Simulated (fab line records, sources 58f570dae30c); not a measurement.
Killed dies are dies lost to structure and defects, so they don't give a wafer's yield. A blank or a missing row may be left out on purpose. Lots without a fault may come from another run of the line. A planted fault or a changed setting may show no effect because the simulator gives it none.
Chamber matching | flow berkeley_cmos170 | UCB170_PWELL_ETCH_14 on rie_diel-04: 4 sister chambers
The step etches Si3N4 in CH3F/Ar/O2, stops on SiO2, target depth 242 nm, time 151 s. 4 wafers are shown with their chamber, then 7 later ones without.

WAFERS WITH THEIR CHAMBER
wafer  | chamber | throttle_valve_pct (%)
L615.1 | 0       | 8.05
L615.5 | 3       | 7.96
L615.6 | 2       | 8.06
L623.4 | 1       | 8.02

WAFERS WITHOUT THEIR CHAMBER
wafer  | throttle_valve_pct (%)
L623.6 | 8.06
L624.2 | 8.01
L624.3 | 7.95
L624.5 | 7.97
L628.1 | 8.06
L628.2 | 8.06
L628.6 | 7.96

WHICH CHAMBER EACH WENT THROUGH
wafer  | from the rows above     | in truth
L623.6 | can't be placed: 2 or 0 | 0
L624.2 | 1                       | 1
L624.3 | 3                       | 3
L624.5 | 3                       | 3
L628.1 | can't be placed: 2 or 0 | 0
L628.2 | can't be placed: 2 or 0 | 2
L628.6 | 3                       | 3
Placed correctly: 4 of 7. Can't be placed from these rows: 3 (the true chamber is among the candidates in 3). Placed wrongly: 0.
How it was worked out, from the rows above alone: a wafer's distance from a chamber is the root of the sum, over the readings, of the square of ((its reading less the chamber's mean) divided by the reading's scatter). The wafer belongs to the nearest chamber; if the next one is less than 2 further off, it can't be placed. A chamber's mean is the mean of its shown wafers. The scatter: with one shown wafer a chamber, the root of the mean of the squares of how far each hidden wafer lies from its nearest shown one.
